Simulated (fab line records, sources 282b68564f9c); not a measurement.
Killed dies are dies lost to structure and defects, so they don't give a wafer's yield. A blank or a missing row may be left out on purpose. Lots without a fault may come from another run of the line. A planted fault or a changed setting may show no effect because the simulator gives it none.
A struck lot beside a sound one | flow rit_cmos | 14 steps out of a route of 202
Sound: wafers L175.1, L175.3, L175.4. Struck: wafers L192.3, L192.4, L192.5. The cause comes at the end.
At each step with rows: each side's tool, then ch and its chambers, then its first start. Under that, the readings that differ: sound wafers | struck wafers | difference of the means | sigmas: that difference in standard deviations of wafers without a fault.
alike: readings whose means differ by less than 2 such deviations, and words and numbers that are the same on both sides. not compared: withheld readings, readings that some wafer has no value for, bounds like >300 that may hide the same value, and numbers for which the record gives no deviation and whose values overlap.
The two part at a step that has a row with sigmas, a row that says differs or no value, or rows on one side only. Numbers that don't overlap but have no deviation are shown without sigmas and don't part them. A reading that every wafer of one side lacks parts them only if that side has two wafers or more.

RIT_CONTACT_CVD_00: deposits SiO2 from TEOS, target thk 400 nm, time 61 s.
  sound on pecvd-03 ch 0,1, day 3 21:52; struck on pecvd-03 ch 0,1,2, day 7 08:40
  alike: heater_power_w
RIT_CONTACT_THK_MEAS_01:
  sound on film_metro-04, day 3 21:55; struck on film_metro-01, day 7 08:44
  alike: CONTACT_TEOS_THK
then, 2 steps without rows for these wafers: RIT_CONTACT_HMDS_02 (prime time 60 s); RIT_CONTACT_COAT_03 (resist thk 1000 nm).
RIT_CONTACT_SOFTBAKE_04: time 62.23 s.
  sound on litho_track-04 ch 0, day 3 22:17; struck on litho_track-04 ch 0, day 7 09:07
  alike: plate_sensor_t_centre_C, plate_sensor_t_edge_C
then, 3 steps without rows for these wafers: RIT_CONTACT_EXPOSE_05 (exposes mask M11, target cd 1000 nm); RIT_CONTACT_PEB_06; RIT_CONTACT_DEVELOP_07 (develop time 120 s).
RIT_CONTACT_CD_MEAS_08: target cd 1000 nm.
  sound on cd_sem-01, day 3 23:04; struck on cd_sem-01, day 7 09:46
  alike: cd_nm
RIT_CONTACT_OVL_MEAS_09:
  sound on overlay-02, day 3 23:11; struck on overlay-02, day 7 09:52
  alike: CONTACT_OVL
then, 1 step without rows for these wafers: RIT_CONTACT_HARDBAKE_10 (time 60 s).
RIT_CONTACT_ETCH_11: etches SiO2 in CHF3/CF4/Ar, stops on TiSi2, target depth 480 nm, time 320 s.
  sound on rie_diel-03 ch 1,2,3, day 3 23:22; struck on rie_diel-01 ch 0,2, day 7 10:02
  alike: drypump_motor_current_A, oes_product_au, throttle_valve_pct
  not compared: rf_hours_counter_h
RIT_CONTACT_STRIP_12: strips in O2, time 180 s.
  sound on plasma_asher-03 ch 0,1, day 3 23:34; struck on plasma_asher-04 ch 0,1, day 7 10:17
  no value came back on the struck wafers for chamber_pressure_mTorr (mTorr), drypump_motor_current_A (A); on the sound wafers chamber_pressure_mTorr (mTorr) reads 4002 4005 4003
  reading                                      | sound | struck          | difference | sigmas
  model.NOVOLAK_of_CONTACT_COAT_03.thk_nm (nm) | 0 0 0 | 772.1 768 769.8 | +770.0     |
  not compared: rf_hours_counter_h
RIT_CONTACT_CD_MEAS_90: target cd 1000 nm.
  sound on cd_sem-01, day 3 23:44; struck on cd_sem-02, day 7 10:27
  alike: cd_nm

WHERE THEY PART
Only at RIT_CONTACT_STRIP_12, within this record. Later steps at which nothing parts them and some readings are alike: RIT_CONTACT_CD_MEAS_90.

WHY: what the simulator had put in
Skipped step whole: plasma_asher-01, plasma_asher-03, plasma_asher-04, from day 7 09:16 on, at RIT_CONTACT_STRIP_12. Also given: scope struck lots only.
